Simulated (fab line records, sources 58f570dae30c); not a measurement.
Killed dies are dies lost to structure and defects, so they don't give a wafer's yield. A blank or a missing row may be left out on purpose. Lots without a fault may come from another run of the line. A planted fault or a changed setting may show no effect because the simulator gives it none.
Which tool did it? | flow berkeley_cmos170 | 14 lots, 42 wafers sampled, at 6 steps of a route of 331

WHAT THE GAUGES READ, wafer by wafer
UCB170_NSD_OVL_MEAS_07.
lot  | measured     | on         | NSD_OVL (nm)
L104 | day 8 07:58  | overlay-02 | -7 -8 -7
L105 | day 8 08:31  | overlay-02 | 3 -4 -1
L108 | day 8 08:58  | overlay-01 | 13 6 12
L106 | day 8 09:18  | overlay-02 | 6 10 4
L109 | day 9 19:44  | overlay-02 | -6 -7 -12
L111 | day 9 20:05  | overlay-01 | 7 1 4
L112 | day 9 20:20  | overlay-02 | -6 -3 -3
L110 | day 9 20:34  | overlay-01 | 2 -3 -8
L116 | day 10 06:03 | overlay-02 | 2 11 0
L118 | day 12 00:40 | overlay-01 | -2 -5 -4
L122 | day 12 01:07 | overlay-02 | -10 -5 -10
L121 | day 12 01:26 | overlay-01 | 0 5 11
L123 | day 12 08:26 | overlay-02 | 5 10 1
L126 | day 12 08:44 | overlay-02 | 6 0 -2

UCB170_SILICIDE_RS_MEAS_02: measures by four-point-probe.
lot  | measured     | on            | SILICIDE_TI_RS (ohm/sq)
L104 | day 8 11:03  | film_metro-01 | 25.6 25.5 25.5
L105 | day 8 12:14  | film_metro-04 | 26.1 25.8 25.9
L108 | day 8 12:26  | film_metro-04 | 25.8 26.1 26.2
L106 | day 8 12:46  | film_metro-01 | 26.3 26.6 26.5
L109 | day 9 22:52  | film_metro-01 | 26.6 26.7 27.0
L111 | day 9 22:42  | film_metro-04 | 26.7 26.5 26.4
L112 | day 9 23:13  | film_metro-04 | 25.8 25.4 25.6
L110 | day 9 22:52  | film_metro-02 | 25.5 25.5 25.6
L116 | day 10 08:30 | film_metro-02 | 26.0 26.0 26.0
L118 | day 12 02:47 | film_metro-04 | 26.4 26.1 26.4
L122 | day 12 03:06 | film_metro-01 | 26.7 26.3 26.1
L121 | day 12 03:39 | film_metro-04 | 26.1 26.5 26.0
L123 | day 12 10:33 | film_metro-04 | 26.1 25.9 25.8
L126 | day 12 10:58 | film_metro-01 | 26.9 26.6 26.9

UCB170_M1_RS_MEAS_01: measures by four-point-probe.
lot  | measured     | on            | M1_AL_RS (ohm/sq)
L104 | day 8 18:33  | film_metro-02 | 0.0485 0.0490 0.0487
L105 | day 8 18:44  | film_metro-01 | 0.0484 0.0479 0.0479
L108 | day 8 18:58  | film_metro-02 | 0.0493 0.0491 0.0491
L106 | day 8 19:55  | film_metro-01 | 0.0487 0.0484 0.0482
L109 | day 10 04:08 | film_metro-03 | 0.0483 0.0488 0.0485
L111 | day 10 04:38 | film_metro-01 | 0.0478 0.0481 0.0473
L112 | day 10 05:05 | film_metro-03 | 0.0241 0.0242 0.0241
L110 | day 10 05:27 | film_metro-03 | 0.0489 0.0488 0.0486
L116 | day 10 13:30 | film_metro-03 | 0.0482 0.0484 0.0480
L118 | day 12 09:14 | film_metro-01 | 0.0479 0.0482 0.0478
L122 | day 12 12:42 | film_metro-01 | 0.0482 0.0486 0.0485
L121 | day 12 13:23 | film_metro-01 | 0.0241 0.0240 0.0243
L123 | day 12 18:55 | film_metro-01 | 0.0481 0.0484 0.0480
L126 | day 12 19:53 | film_metro-03 | 0.0474 0.0473 0.0476

UCB170_M1_THK_MEAS_02: measures by xrf.
lot  | measured     | on            | M1_AL_THK (nm)
L104 | day 8 18:40  | film_metro-02 | 589 581 586
L105 | day 8 18:51  | film_metro-01 | 587 596 595
L108 | day 8 19:04  | film_metro-02 | 579 584 585
L106 | day 8 20:01  | film_metro-01 | 584 589 592
L109 | day 10 04:14 | film_metro-03 | 601 594 601
L111 | day 10 04:46 | film_metro-01 | 598 589 602
L112 | day 10 05:11 | film_metro-03 | 1188 1188 1191
L110 | day 10 05:34 | film_metro-03 | 595 596 595
L116 | day 10 13:37 | film_metro-03 | 600 596 608
L118 | day 12 09:20 | film_metro-01 | 597 596 600
L122 | day 12 12:49 | film_metro-01 | 595 589 593
L121 | day 12 13:31 | film_metro-01 | 1176 1181 1167
L123 | day 12 19:02 | film_metro-01 | 598 593 592
L126 | day 12 19:59 | film_metro-03 | 611 614 609

WHICH TOOL RAN EACH LOT (tool, then ch and the chambers of the sampled wafers, then the start)
lot  | UCB170_NSD_STRIP_09                  | UCB170_M1_SPUTTER_00
L104 | plasma_asher-01 ch 0,1, day 8 08:09  | pvd_sputter-03, day 8 18:29
L105 | plasma_asher-02 ch 0,1, day 8 08:45  | pvd_sputter-01, day 8 18:40
L108 | plasma_asher-03 ch 0, day 8 09:09    | pvd_sputter-03, day 8 18:52
L106 | plasma_asher-02 ch 0,1, day 8 09:32  | pvd_sputter-03, day 8 19:49
L109 | plasma_asher-01 ch 0,1, day 9 19:57  | pvd_sputter-01, day 10 04:02
L111 | plasma_asher-02 ch 0,1, day 9 20:16  | pvd_sputter-02, day 10 04:35
L112 | plasma_asher-03 ch 0,1, day 9 20:32  | pvd_sputter-03, day 10 04:45
L110 | plasma_asher-01 ch 0,1, day 9 20:45  | pvd_sputter-01, day 10 05:23
L116 | plasma_asher-01 ch 0,1, day 10 06:14 | pvd_sputter-02, day 10 13:26
L118 | plasma_asher-02 ch 0,1, day 12 00:51 | pvd_sputter-01, day 12 09:08
L122 | plasma_asher-02 ch 0,1, day 12 01:18 | pvd_sputter-01, day 12 12:38
L121 | plasma_asher-02 ch 0,1, day 12 01:37 | pvd_sputter-01, day 12 13:05
L123 | plasma_asher-03 ch 0,1, day 12 08:37 | pvd_sputter-03, day 12 18:50
L126 | plasma_asher-01 ch 0,1, day 12 08:55 | pvd_sputter-03, day 12 19:46
- UCB170_NSD_STRIP_09: strips in O2.
- UCB170_M1_SPUTTER_00: material Al, target thk 600 nm, time 80 s.

WHAT THE TOOLS THEMSELVES READ (means of the sampled wafers that have a number; where no wafer has one, the mark that the record gives instead)
UCB170_NSD_STRIP_09.
lot  | tool            | drypump_motor_current_A (A) | oes_product_au (a.u.) | strip_time_to_endpoint_s (s)
L104 | plasma_asher-01 | 5.90                        | 0.533                 | 35.93
L105 | plasma_asher-02 | 5.79                        | 0.536                 | 35.82
L108 | plasma_asher-03 | 5.94                        | 0.537                 | 35.80
L106 | plasma_asher-02 | 5.90                        | 0.535                 | 35.75
L109 | plasma_asher-01 | 6.01                        | 0.532                 | 35.95
L111 | plasma_asher-02 | 5.91                        | 0.538                 | 35.82
L112 | plasma_asher-03 | 5.59                        | 0.534                 | 35.87
L110 | plasma_asher-01 | 6.02                        | 0.528                 | 35.94
L116 | plasma_asher-01 | 5.90                        | 0.538                 | 35.85
L118 | plasma_asher-02 | 5.78                        | 0.532                 | 35.73
L122 | plasma_asher-02 | 5.77                        | 0.531                 | 35.89
L121 | plasma_asher-02 | 5.93                        | 0.535                 | 35.90
L123 | plasma_asher-03 | 5.58                        | 0.536                 | 35.71
L126 | plasma_asher-01 | 5.89                        | 0.539                 | 35.94

UCB170_M1_SPUTTER_00.
lot  | tool           | throttle_valve_pct (%)
L104 | pvd_sputter-03 | 30.4
L105 | pvd_sputter-01 | 29.6
L108 | pvd_sputter-03 | 30.5
L106 | pvd_sputter-03 | 29.9
L109 | pvd_sputter-01 | 29.5
L111 | pvd_sputter-02 | 30.6
L112 | pvd_sputter-03 | 28.8
L110 | pvd_sputter-01 | 29.6
L116 | pvd_sputter-02 | 30.3
L118 | pvd_sputter-01 | 29.5
L122 | pvd_sputter-01 | 29.6
L121 | pvd_sputter-01 | 30.7
L123 | pvd_sputter-03 | 31.2
L126 | pvd_sputter-03 | 30.8

THE ANSWER, worked out from the rows above alone
Rule: what is usual is taken from the lots themselves. Put in order of their means at a reading, lots are off if they are a third of the lots or fewer, leave a main group of 4 or more, and stand apart from it by a gap of 3 or more times the standard deviation of the main group's means; of several such gaps the widest counts. A main group whose means are all the same, to the digits that the tables above print for the reading, isn't used. A lot without any number at a reading at which 4 lots or more have one is off too. The other lots that the step has rows for count as sound. The gauges are gone through in route order, then the tools' own readings, and for those a lot's mean is taken as printed above. The first step at which some lot is off is used, and at that step the reading that is off furthest; a lot without a number counts as furthest.
Off: L112, L121, at UCB170_M1_RS_MEAS_01 (M1_AL_RS). The main group: mean 0.0483 ohm/sq, standard deviation 0.00046.
A tool fits if, at a process step before that reading, it ran every lot that is off, and no sound lot after the first of them. The gauges at UCB170_M1_RS_MEAS_01 are tried like those tools. None of those tried fits.

WHAT THE SIMULATOR HAD PUT IN
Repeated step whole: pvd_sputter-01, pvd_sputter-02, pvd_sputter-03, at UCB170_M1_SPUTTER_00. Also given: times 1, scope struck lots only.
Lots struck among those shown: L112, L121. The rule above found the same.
